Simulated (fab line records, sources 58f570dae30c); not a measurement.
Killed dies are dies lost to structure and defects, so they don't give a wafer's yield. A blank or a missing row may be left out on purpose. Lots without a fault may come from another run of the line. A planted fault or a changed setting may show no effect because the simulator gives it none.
A struck lot beside a sound one | flow berkeley_cmos170 | 23 steps out of a route of 331
Sound: wafers L513.2, L513.3, L513.5. Struck: wafers L532.1, L532.3, L532.6. The cause comes at the end.
At each step with rows: each side's tool, then ch and its chambers, then its first start. Under that, the readings that differ: sound wafers | struck wafers | difference of the means | sigmas: that difference in standard deviations of wafers without a fault.
alike: readings whose means differ by less than 2 such deviations, and words and numbers that are the same on both sides. not compared: withheld readings, readings that some wafer has no value for, bounds like >300 that may hide the same value, and numbers for which the record gives no deviation and whose values overlap.
The two part at a step that has a row with sigmas, a row that says differs or no value, or rows on one side only. Numbers that don't overlap but have no deviation are shown without sigmas and don't part them. A reading that every wafer of one side lacks parts them only if that side has two wafers or more.

first, 5 steps without rows for these wafers: UCB170_PSD_COAT_01 (resist thk 900 nm); UCB170_PSD_SOFTBAKE_02 (time 60 s); UCB170_PSD_EXPOSE_03 (exposes mask PSELECT MOD, target cd 1200 nm); UCB170_PSD_PEB_04; UCB170_PSD_DEVELOP_05 (develop time 45 s).
UCB170_PSD_CD_MEAS_06: target cd 1200 nm.
  sound on cd_sem-01, day 8 00:04; struck on cd_sem-02, day 10 19:14
  alike: cd_nm
UCB170_PSD_OVL_MEAS_07:
  sound on overlay-01, day 8 00:10; struck on overlay-02, day 10 19:21
  alike: PSD_OVL
then, 1 step without rows for these wafers: UCB170_PSD_IMPLANT_08.
UCB170_PSD_STRIP_09: strips in O2.
  sound on plasma_asher-04 ch 0,1, day 8 00:21; struck on plasma_asher-02 ch 0,1, day 10 19:32
  alike: drypump_motor_current_A, oes_product_au, strip_time_to_endpoint_s
  not compared: rf_hours_counter_h
UCB170_PSD_TW_MEAS_10:
  sound on film_metro-03, day 8 00:28; struck on film_metro-03, day 10 19:38
  alike: PSD_TW
then, 2 steps without rows for these wafers: UCB170_PSD_CLEAN_11 (cleans in SPM, time 600 s); UCB170_NSD_HMDS_00 (prime time 60 s).
UCB170_NSD_COAT_01: resist thk 900 nm.
  sound on litho_track-04 ch 0, day 8 01:20; struck on litho_track-02 ch 0, day 10 21:05
  reading                              | sound                | struck               | difference | sigmas
  spin_speed_rpm (rpm)                 | 1499.6 1499.3 1500.5 | 1348.1 1349.1 1350.3 | -150.6     | -99 or more
  model.KrF_of_NSD_COAT_01.thk_nm (nm) | 899.6 900.2 901.9    | 948.7 943.2 945.2    | +45.1      |
then, 3 steps without rows for these wafers: UCB170_NSD_SOFTBAKE_02 (time 60 s); UCB170_NSD_EXPOSE_03 (exposes mask NSELECT MOD, target cd 1200 nm); UCB170_NSD_PEB_04.
UCB170_NSD_DEVELOP_05: develop time 45 s.
  sound on litho_track-04 ch 0; struck on litho_track-03 ch 0
  reading                              | sound           | struck        | difference | sigmas
  model.KrF_of_NSD_COAT_01.thk_nm (nm) | 885.4 886 887.7 | 934.5 929 931 | +45.1      |
UCB170_NSD_CD_MEAS_06: target cd 1200 nm.
  sound on cd_sem-01, day 8 02:15; struck on cd_sem-02, day 10 22:22
  alike: cd_nm
  not compared: hold
UCB170_NSD_OVL_MEAS_07:
  sound on overlay-02, day 8 02:22; struck on overlay-01, day 10 22:29
  alike: NSD_OVL
  not compared: hold
then, 1 step without rows for these wafers: UCB170_NSD_IMPLANT_08.
UCB170_NSD_STRIP_09: strips in O2.
  sound on plasma_asher-03 ch 0,1, day 8 02:32; struck on plasma_asher-04 ch 0,1, day 10 22:40
  reading                      | sound             | struck            | difference | sigmas
  strip_time_to_endpoint_s (s) | 35.84 35.84 35.95 | 36.93 36.82 36.87 | +1.00      | +12
  alike: drypump_motor_current_A, oes_product_au
  not compared: rf_hours_counter_h
UCB170_NSD_TW_MEAS_10:
  sound on film_metro-02, day 8 02:39; struck on film_metro-01, day 10 22:46
  reading | sound          | struck         | difference | sigmas
  NSD_TW  | 4221 4204 4207 | 4119 4141 4127 | -82        | -3
then, 1 step without rows for these wafers: UCB170_M3_PROBE_99.

WHERE THEY PART
First at UCB170_NSD_COAT_01; last, within this record, at UCB170_NSD_TW_MEAS_10.

WHY: what the simulator had put in
Process parameter drift: litho_track-02, from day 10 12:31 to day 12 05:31, at UCB170_NSD_COAT_01. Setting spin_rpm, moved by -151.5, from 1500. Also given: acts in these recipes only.
